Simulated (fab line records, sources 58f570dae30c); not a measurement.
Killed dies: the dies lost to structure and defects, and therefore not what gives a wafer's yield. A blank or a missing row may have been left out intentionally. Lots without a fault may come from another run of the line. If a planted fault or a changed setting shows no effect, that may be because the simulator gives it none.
fab line records -- flow berkeley-cmos170
record: lots: 6, wafers: 18, last-day: 11
route steps=331 shown M2@272
lots untouched by any fault: they come from a run of this same line in which no faults occurred
start-h: the number of hours between the record's first day and the start of the first shown wafer of the lot -- wait-h: hours from the lot's prior step to this one -- " unchanged from the row above -- L1.1+2: a single row standing in for several wafers -- - no value present, or no start provided -- * or withheld: withheld -- < > ~ a bound
route shown NAME@n: names a module that has steps shown in the file, with the first one's number in the route -- usual: mean/standard deviation taken from wafers without a fault -- same: alike in all rows -- chamber/n: place in a boat -- sites: each site's reading -- _std_site: the standard deviation of these -- _edge_site: inner sites' mean taken away from outer sites' mean -- radius-mm: for every site, how far away it sits from the centre of the wafer -- mask NAME#n: copy n -- behind: the last tool/chamber to shape the wafer -- hold: what put the lot on hold/how long, in hours/how the hold closed -- device: transistor that didn't switch, given as n, p or np -- end of line: tests run on the same wafers once the route is complete -- step lacking rows: just its recipe -- killed: count of dies lost to structure and defects at first sort (not the wafer's yield) -- map: the dies of a wafer, with x for killed, . for not killed, _ for no die there
set.NAME: the setting as run; set.NAME@STEP: as run at that earlier step -- model.NAME: the simulator's own value behind a step, which no gauge read
lots seen at some steps along the route; tables by step, rows by wafer
services: from which hour (start-h, from the record's first day; less than 0 if before it) a tool's chamber was out of use, for how many hours, and why
== steps ==
step: UCB170_M2_SPUTTER_01
recipe: material: Al, target-thk-nm: 900, time-s: 120, power-w: 6000, chamber-pressure-pa: 0.5
usual: cathode-dc-power-W: 6000.0/1.1, throttle-valve-pct: 30.6/1
lot.wafer,tool,chamber,start-h,wait-h,cathode-dc-power-W,throttle-valve-pct
L328.2,pvd-sputter-03,-,167.65,0.0,5999.6,31.4
L328.3,pvd-sputter-03,-,167.65,0.0,5998.9,31.5
L328.4,pvd-sputter-03,-,167.65,0.0,5998.9,32.6
L334.2,pvd-sputter-02,-,189.25,0.0,6000.4,30.0
L334.3,pvd-sputter-02,-,189.25,0.0,5999.5,29.9
L334.6,pvd-sputter-02,-,189.25,0.0,5998.5,30.3
L338.2,pvd-sputter-03,-,213.09,0.0,6001.4,32.4
L338.4,pvd-sputter-03,-,213.09,0.0,6000.4,31.4
L338.5,pvd-sputter-03,-,213.09,0.0,5999.7,31.4
L339.1,pvd-sputter-04,-,216.05,0.0,5999.3,29.5
L339.2,pvd-sputter-04,-,216.05,0.0,6000.3,29.6
L339.5,pvd-sputter-04,-,216.05,0.0,5998.8,29.9
L343.1,pvd-sputter-04,-,243.11,0.0,6000.8,29.5
L343.2,pvd-sputter-04,-,243.11,0.0,5999.8,31.8
L343.6,pvd-sputter-04,-,243.11,0.0,5999.6,31.4
L346.3,pvd-sputter-02,-,258.57,0.0,6001.7,31.8
L346.4,pvd-sputter-02,-,258.57,0.0,5999.7,30.0
L346.6,pvd-sputter-02,-,258.57,0.0,5999.5,29.8
step: UCB170_M2_RS_MEAS_02
recipe: thk-meas-gauge: four-point-probe, reads: Al_of_M2_SPUTTER_01
usual: M2_AL_RS: 0.03223/0.00025
lot.wafer,tool,chamber,start-h,wait-h,M2_AL_RS[ohm/sq]
L328.2,film-metro-03,-,167.76,0.1,0.03245
L328.3,film-metro-03,-,167.76,0.1,0.03231
L328.4,film-metro-03,-,167.76,0.1,0.0328
L334.2,film-metro-03,-,189.35,0.1,0.03239
L334.3,film-metro-03,-,189.35,0.1,0.03255
L334.6,film-metro-03,-,189.35,0.1,0.03229
L338.2,film-metro-04,-,213.20,0.1,0.03247
L338.4,film-metro-04,-,213.20,0.1,0.03197
L338.5,film-metro-04,-,213.20,0.1,0.03214
L339.1,film-metro-02,-,216.13,0.0,0.03219
L339.2,film-metro-02,-,216.13,0.0,0.03235
L339.5,film-metro-02,-,216.13,0.0,0.03216
L343.1,film-metro-02,-,243.20,0.0,0.03238
L343.2,film-metro-02,-,243.20,0.0,0.03232
L343.6,film-metro-02,-,243.20,0.0,0.03261
L346.3,film-metro-03,-,258.69,0.1,0.03253
L346.4,film-metro-03,-,258.69,0.1,0.03235
L346.6,film-metro-03,-,258.69,0.1,0.03237
step: UCB170_M2_THK_MEAS_03
recipe: thk-meas-gauge: xrf, reads: Al_of_M2_SPUTTER_01
usual: M2_AL_THK: 891/9.4
lot.wafer,tool,chamber,start-h,wait-h,M2_AL_THK[nm]
L328.2,film-metro-03,-,167.87,0.1,882
L328.3,film-metro-03,-,167.87,0.1,888
L328.4,film-metro-03,-,167.87,0.1,872
L334.2,film-metro-03,-,189.46,0.1,877
L334.3,film-metro-03,-,189.46,0.1,873
L334.6,film-metro-03,-,189.46,0.1,879
L338.2,film-metro-04,-,213.31,0.1,885
L338.4,film-metro-04,-,213.31,0.1,903
L338.5,film-metro-04,-,213.31,0.1,900
L339.1,film-metro-02,-,216.25,0.1,895
L339.2,film-metro-02,-,216.25,0.1,881
L339.5,film-metro-02,-,216.25,0.1,893
L343.1,film-metro-02,-,243.32,0.1,894
L343.2,film-metro-02,-,243.32,0.1,892
L343.6,film-metro-02,-,243.32,0.1,892
L346.3,film-metro-03,-,258.79,0.1,882
L346.4,film-metro-03,-,258.79,0.1,886
L346.6,film-metro-03,-,258.79,0.1,884
step: UCB170_M2_HMDS_04
recipe: prime-time-s: 60, prime-temp-c: 100
step: UCB170_M2_COAT_05
recipe: resist: KrF, spin-rpm: 1500, resist-thk-nm: 900
step: UCB170_M2_SOFTBAKE_06
recipe: resist: KrF, temp-c: 130, time-s: 60
step: UCB170_M2_STRIP_07
recipe: chemistry: O2, power-w: 400, pressure-mtorr: 3500, platen-temp-c: withheld, o2-flow-sccm: 400, overash-fraction: 0.5
usual: drypump-motor-current-A: 5.7/0.35, oes-product-au: 0.734/0.0047, strip-time-to-endpoint-s: 21.95/0.06
lot.wafer,tool,chamber,start-h,wait-h,drypump-motor-current-A,oes-product-au,rf-hours-counter-h,strip-time-to-endpoint-s
L328.2,plasma-asher-01,1,168.94,0.1,6.4,0.729,6,21.94
L328.3,plasma-asher-01,1,168.94,0.1,6.5,0.728,-,21.97
L328.4,plasma-asher-01,0,168.94,0.1,5.9,0.736,-,21.99
L334.2,plasma-asher-02,1,190.62,0.1,5.3,0.734,49,21.98
L334.3,plasma-asher-02,1,190.62,0.1,5.3,0.734,-,21.98
L334.6,plasma-asher-02,0,190.62,0.1,5.8,0.738,-,21.94
L338.2,plasma-asher-01,1,213.81,0.1,6.5,0.733,11,21.80
L338.4,plasma-asher-01,0,213.81,0.1,5.9,0.738,-,21.91
L338.5,plasma-asher-01,1,213.81,0.1,6.5,0.731,-,21.91
L339.1,plasma-asher-02,1,216.76,0.1,5.4,0.740,52,21.89
L339.2,plasma-asher-02,0,216.76,0.1,5.8,0.732,52,21.86
L339.5,plasma-asher-02,0,216.76,0.1,5.8,0.726,-,21.81
L343.1,plasma-asher-03,0,243.83,0.1,5.6,0.734,46,21.96
L343.2,plasma-asher-03,1,243.83,0.1,5.5,0.732,46,21.97
L343.6,plasma-asher-03,0,243.83,0.1,5.6,0.724,-,21.95
L346.3,plasma-asher-02,1,259.31,0.1,5.3,0.735,-,21.91
L346.4,plasma-asher-02,0,259.31,0.1,5.8,0.735,-,21.93
L346.6,plasma-asher-02,0,259.31,0.1,5.8,0.735,-,21.83
step: UCB170_M2_STRIP_08
recipe: chemistry: DMSO, temp-c: 80, time-s: 600, material: KrF
step: UCB170_M2_COAT_09
recipe: resist: BARC, temp-c: withheld, time-s: withheld, spin-rpm: 3000, resist-thk-nm: withheld
step: UCB170_M2_COAT_10
recipe: resist: KrF, spin-rpm: 1500, resist-thk-nm: 900
step: UCB170_M2_SOFTBAKE_11
recipe: resist: KrF, temp-c: 130, time-s: 60
step: UCB170_M2_EXPOSE_12
recipe: mask-id: METAL2, target-cd-nm: 700, na: 0.5, sigma-outer: 0.6, source-shape: conventional, dose-mj: 26
step: UCB170_M2_PEB_13
recipe: peb-temp-c: 130, peb-time-s: withheld, resist: KrF
usual: chill-plate-temp-C: 23.00/0.096, exhaust-pa: 44.9/0.84, plate-temp-C: 129.99/0.13
lot.wafer,tool,chamber,start-h,wait-h,chill-plate-temp-C,exhaust-pa,plate-temp-C
L328.2,litho-track-02,0,171.12,1.0,22.87,44.6,129.89
L328.3,litho-track-02,0,171.12,1.0,23.08,44.7,129.60
L328.4,litho-track-02,0,171.12,1.0,22.91,45.9,129.80
L334.2,litho-track-01,0,192.93,1.0,22.86,44.8,129.92
L334.3,litho-track-01,0,192.93,1.0,22.91,45.7,130.14
L334.6,litho-track-01,0,192.93,1.0,22.88,43.6,130.06
L338.2,litho-track-01,-,215.01,0.3,-,-,-
L338.4,litho-track-01,-,215.01,0.3,-,-,-
L338.5,litho-track-01,-,215.01,0.3,-,-,-
L339.1,litho-track-01,-,217.60,0.1,-,-,-
L339.2,litho-track-01,-,217.60,0.1,-,-,-
L339.5,litho-track-01,-,217.60,0.1,-,-,-
L343.1,litho-track-03,0,245.02,0.4,23.04,44.0,129.79
L343.2,litho-track-03,0,245.02,0.4,23.06,43.9,129.96
L343.6,litho-track-03,0,245.02,0.4,23.07,45.1,130.22
L346.3,litho-track-02,0,260.55,0.3,23.14,44.7,129.98
L346.4,litho-track-02,0,260.55,0.3,23.11,43.4,129.74
L346.6,litho-track-02,0,260.55,0.3,23.04,45.4,130.19
step: UCB170_M2_DEVELOP_14
recipe: developer: TMAH, develop-time-s: 45, resist: KrF, dev-temp-c: 21
== services ==
tool,chamber,start-h,hours,kind
pvd-sputter-03,-,148.72,8.1,repair
pvd-sputter-03,-,194.08,2.1,repair
plasma-asher-02,-,197.61,2.8,pm
plasma-asher-03,-,213.39,2.5,repair
plasma-asher-03,-,213.41,3.6,repair
plasma-asher-03,-,214.37,3.7,repair
pvd-sputter-02,-,214.42,7.2,repair
pvd-sputter-03,-,215.29,3.3,repair
pvd-sputter-02,-,218.83,5.2,repair
== key ==
first-sign: step: UCB170_M2_PEB_13, reading: tool-record, direction: missing
effect none on later readings
met-at UCB170_M2_PEB_13
struck-wafers L338.2,L338.4,L338.5,L339.1,L339.2,L339.5
later-rows-left-out L338.2,L338.4,L338.5,L339.1,L339.2,L339.5
sort-left-out L338.2,L338.4,L338.5,L339.1,L339.2,L339.5
onset-between 192.93 215.01
fault: kind: skipped-step-whole, tool: litho-track-01, chamber: -, onset-h: 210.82, steps: UCB170_M2_PEB_13, scope: struck-lots-only
sort-left-out: the simulated sort isn't trusted on such a fault, so these wafers' sort isn't shown, and their yield isn't known
later-rows-left-out: the simulator's readings of these wafers behind a module that went badly wrong aren't trusted and aren't shown, but for the sort
